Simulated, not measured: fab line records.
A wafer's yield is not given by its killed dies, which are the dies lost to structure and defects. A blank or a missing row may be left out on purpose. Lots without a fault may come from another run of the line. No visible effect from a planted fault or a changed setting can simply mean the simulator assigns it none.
Problem report in the 8D (eight disciplines) form, filled by code ; flow berkeley cmos170 ; the parts of the form that need people (team, actions taken, sign-off) are left out

== 1. THE PROBLEM ==
WELLDRIVE_OXIDE_THK at UCB170_WELLDRIVE_THK_MEAS_02 reads a mean of 177 nm on 9 wafers of 3 lots; wafers without a fault read 198 nm with a standard deviation of 3.7. Measured from the usual mean, that is -5.7 standard deviations.
First observed at day 5 20:30: wafer L808.1, on film metro-03. At this step, 45 wafers from 15 lots have a number in the record. Rule for "out" (also "out of limits"): further than 4 standard deviations from the usual mean. The rest of the wafers with a number are treated as sound.

== 2. WHAT IT IS; WHAT IT IS NOT ==
question;is;is not
which readings at this step;WELLDRIVE_OXIDE_THK;-
which lots;L808, L809, L810;L801, L802, L803, L805, L806, L807, L812, L817, L819, L821, L822, L823
which wafers of those lots;all that have a number;-
read on which gauges;film metro-02, film metro-03;film metro-01
when;from day 5 20:30;"up to then (18 sound wafers); but 18 sound wafers of L812, L817, L819, L821, L822, L823 came after"

== 3. SUSPECTS, AND WHAT RULES EACH OUT ==
Counting: a tool at any process step up to the reading remains a suspect when it ran all the lots that are out and ran no sound lot after the first of those.
- the gauge at UCB170_WELLDRIVE_THK_MEAS_02: ruled out. The wafers that are out were read on 2 gauges (film metro-02, film metro-03).
- furnace-02 at UCB170_WELLDRIVE_OXIDATION_01 (target thk 199 nm, ox time 9000 s): kept. It processed each lot that is out, first L808 at day 5 17:00, and no sound lot thereafter; up to then, the last sound lot it processed was L805 at day 5 04:45. Its own spike tc centre C, spike tc load C, spike tc source C readings are out on those wafers.
Remaining after the count: furnace-02 at UCB170_WELLDRIVE_OXIDATION_01.

== 4. THE CAUSE (what the simulator had put in) ==
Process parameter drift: furnace-02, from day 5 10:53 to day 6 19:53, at UCB170_WELLDRIVE_OXIDATION_01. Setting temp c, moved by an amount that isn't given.
This tool alone remained once counting was done.

== 5. THE EFFECT CHAIN, in route order ==
Each row: a reading whose mean over the struck wafers that have a number lies more than 3 standard deviations from the usual. Only readings whose record carries a usual standard deviation are examined. hours: median over the lots of the time between each lot's start at the first step of this table that gives one and its start at this step. sigmas: the change, counted in usual standard deviations.
hours;step;reading;usual;on struck wafers;change;sigmas
0;UCB170_WELLDRIVE_OXIDATION_01;spike tc centre C;1103.3 C;1085.5;-17.8;-11
0;UCB170_WELLDRIVE_OXIDATION_01;spike tc load C;1126.5 C;1108.5;-18.0;-6.9
0;UCB170_WELLDRIVE_OXIDATION_01;spike tc source C;1129 C;1108;-21;-5.6
4;UCB170_WELLDRIVE_THK_MEAS_02;WELLDRIVE_OXIDE_THK;198 nm;177;-21;-5.7
Its process steps:
- UCB170_WELLDRIVE_OXIDATION_01: target thk 199 nm, ox time 9000 s.
Later steps that measure or inspect, where all struck wafers having a row at the step show a number for every such reading and not one has moved that far: UCB170_GATE_THK_MEAS_02, UCB170_SDANNEAL_RS_MEAS_04, UCB170_M3_RS_MEAS_02.

== 6. WHAT WOULD HAVE CAUGHT IT SOONER ==
The first out-of-limits reading at a measuring or inspecting step in this record came at day 5 20:30, 10 hours after the fault's start at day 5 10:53.
At UCB170_WELLDRIVE_OXIDATION_01, the tool's own readings (spike tc centre C, spike tc load C, spike tc source C) were out on each struck wafer the step has a row for, so an alarm limit on them would have fired on the first such wafer.
Among the 3 lots that are out, L810 began UCB170_WELLDRIVE_OXIDATION_01 on furnace-02 after day 5 20:30. It would have been spared by a hold on the tool at that moment.
